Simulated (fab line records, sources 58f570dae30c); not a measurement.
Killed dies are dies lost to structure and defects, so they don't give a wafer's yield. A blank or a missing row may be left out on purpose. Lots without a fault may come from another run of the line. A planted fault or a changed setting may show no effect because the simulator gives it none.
Which tool did it? | flow berkeley_cmos170 | 13 lots, 39 wafers sampled, at 4 steps of a route of 331

WHAT THE GAUGES READ, wafer by wafer
UCB170_ACTIVE_CD_MEAS_90: target cd 1200 nm.
lot  | measured    | on        | cd_nm (nm)
L327 | day 4 10:08 | cd_sem-01 | 1199.2 1198.6 1197.7
L329 | day 5 02:20 | cd_sem-02 | 1200.9 1200.5 1200.8
L330 | day 5 06:42 | cd_sem-02 | 1199.9 1199.4 1199.9
L331 | day 5 16:05 | cd_sem-02 | 1202.4 1199.9 1201.7
L332 | day 5 16:19 | cd_sem-02 | 1197.9 1197.9 1196.8
L335 | day 6 00:23 | cd_sem-01 | 1199.3 1199.9 1199.9
L336 | day 6 00:38 | cd_sem-01 | 1198.6 1198.9 1198.5
L343 | day 7 07:27 | cd_sem-01 | 1198.5 1198.6 1198.3
L340 | day 7 07:31 | cd_sem-02 | 1201.2 1200.1 1200.7
L341 | day 7 14:02 | cd_sem-01 | 1199.6 1199.4 1200.1
L342 | day 7 18:22 | cd_sem-01 | 1198.5 1197.4 1199.0
L347 | day 8 09:31 | cd_sem-01 | 1200.7 1201.6 1201.1
L350 | day 9 10:31 | cd_sem-02 | 1201.3 1201.9 1199.6

UCB170_GATE_CD_MEAS_12: target cd 350 nm.
lot  | measured     | on        | cd_nm (nm)
L327 | day 6 00:35  | cd_sem-02 | 349.8 348.1 350.6
L329 | day 7 02:46  | cd_sem-02 | 348.1 347.3 348.5
L330 | day 7 03:18  | cd_sem-01 | 350.4 351.2 350.1
L331 | day 7 15:41  | cd_sem-01 | 350.4 351.0 349.7
L332 | day 7 16:13  | cd_sem-01 | 349.1 350.2 350.6
L335 | day 7 20:12  | cd_sem-02 | 348.2 348.8 348.7
L336 | day 7 20:21  | cd_sem-01 | 350.7 350.1 350.4
L343 | day 9 05:32  | cd_sem-01 | 351.2 349.5 350.6
L340 | day 9 05:03  | cd_sem-02 | 349.7 349.5 351.0
L341 | day 9 20:55  | cd_sem-01 | 350.8 349.5 349.2
L342 | day 9 10:22  | cd_sem-02 | 376.7 377.5 377.4
L347 | day 10 10:16 | cd_sem-02 | 350.4 350.5 351.0
L350 | day 11 02:18 | cd_sem-02 | 351.7 351.8 352.0

UCB170_SDANNEAL_RS_MEAS_02: measures by four-point-probe.
lot  | measured     | on            | PSD_RS (ohm/sq)
L327 | day 6 15:59  | film_metro-03 | 75.63 75.56 75.93
L329 | day 7 16:07  | film_metro-02 | 75.37 75.37 75.23
L330 | day 7 16:25  | film_metro-03 | 75.78 75.75 75.66
L331 | day 8 07:15  | film_metro-03 | 75.46 75.90 75.73
L332 | day 8 07:31  | film_metro-01 | 75.70 75.81 75.60
L335 | day 8 12:21  | film_metro-01 | 75.90 75.86 75.79
L336 | day 8 12:09  | film_metro-03 | 75.24 75.41 75.56
L343 | day 9 21:57  | film_metro-02 | 75.46 75.81 75.42
L340 | day 9 21:05  | film_metro-01 | 75.48 75.76 75.74
L341 | day 10 12:43 | film_metro-03 | 75.50 75.27 75.32
L342 | day 9 21:46  | film_metro-03 | 75.72 75.61 76.00
L347 | day 10 23:00 | film_metro-01 | 75.07 75.09 75.37
L350 | day 11 19:10 | film_metro-02 | 75.70 75.96 75.69

WHICH TOOL RAN EACH LOT (tool, then ch and the chambers of the sampled wafers, then the start)
lot  | UCB170_GATE_EXPOSE_09
L327 | krf_scanner-01 ch 0, day 5 23:58
L329 | krf_scanner-02 ch 0, day 7 02:21
L330 | krf_scanner-02 ch 0, day 7 02:34
L331 | krf_scanner-02 ch 0, day 7 15:17
L332 | krf_scanner-01 ch 0, day 7 15:38
L335 | krf_scanner-01 ch 0, day 7 19:43
L336 | krf_scanner-02 ch 0, day 7 19:56
L343 | krf_scanner-02 ch 0, day 9 04:34
L340 | krf_scanner-01 ch 0, day 9 04:12
L341 | krf_scanner-02 ch 0, day 9 20:29
L342 | krf_scanner-02 ch 0, day 9 09:40
L347 | krf_scanner-01 ch 0, day 10 08:53
L350 | krf_scanner-01 ch 0, day 11 01:54
- UCB170_GATE_EXPOSE_09: exposes mask POLY, target cd 350 nm.

WHAT THE TOOLS THEMSELVES READ (means of the sampled wafers that have a number; where no wafer has one, the mark that the record gives instead)
The record holds no such reading with a usual standard deviation.

THE ANSWER, worked out from the rows above alone
Rule: what is usual is taken from the lots themselves. Put in order of their means at a reading, lots are off if they are a third of the lots or fewer, leave a main group of 4 or more, and stand apart from it by a gap of 3 or more times the standard deviation of the main group's means; of several such gaps the widest counts. A main group whose means are all the same, to the digits that the tables above print for the reading, isn't used. A lot without any number at a reading at which 4 lots or more have one is off too. The other lots that the step has rows for count as sound. The gauges are gone through in route order, then the tools' own readings, and for those a lot's mean is taken as printed above. The first step at which some lot is off is used, and at that step the reading that is off furthest; a lot without a number counts as furthest.
Off: L342, at UCB170_GATE_CD_MEAS_12 (cd_nm). The main group: mean 350.0 nm, standard deviation 0.96.
A tool fits if, at a process step before that reading, it ran every lot that is off, and no sound lot after the first of them. The gauges at UCB170_GATE_CD_MEAS_12 are tried like those tools. None of those tried fits.

WHAT THE SIMULATOR HAD PUT IN
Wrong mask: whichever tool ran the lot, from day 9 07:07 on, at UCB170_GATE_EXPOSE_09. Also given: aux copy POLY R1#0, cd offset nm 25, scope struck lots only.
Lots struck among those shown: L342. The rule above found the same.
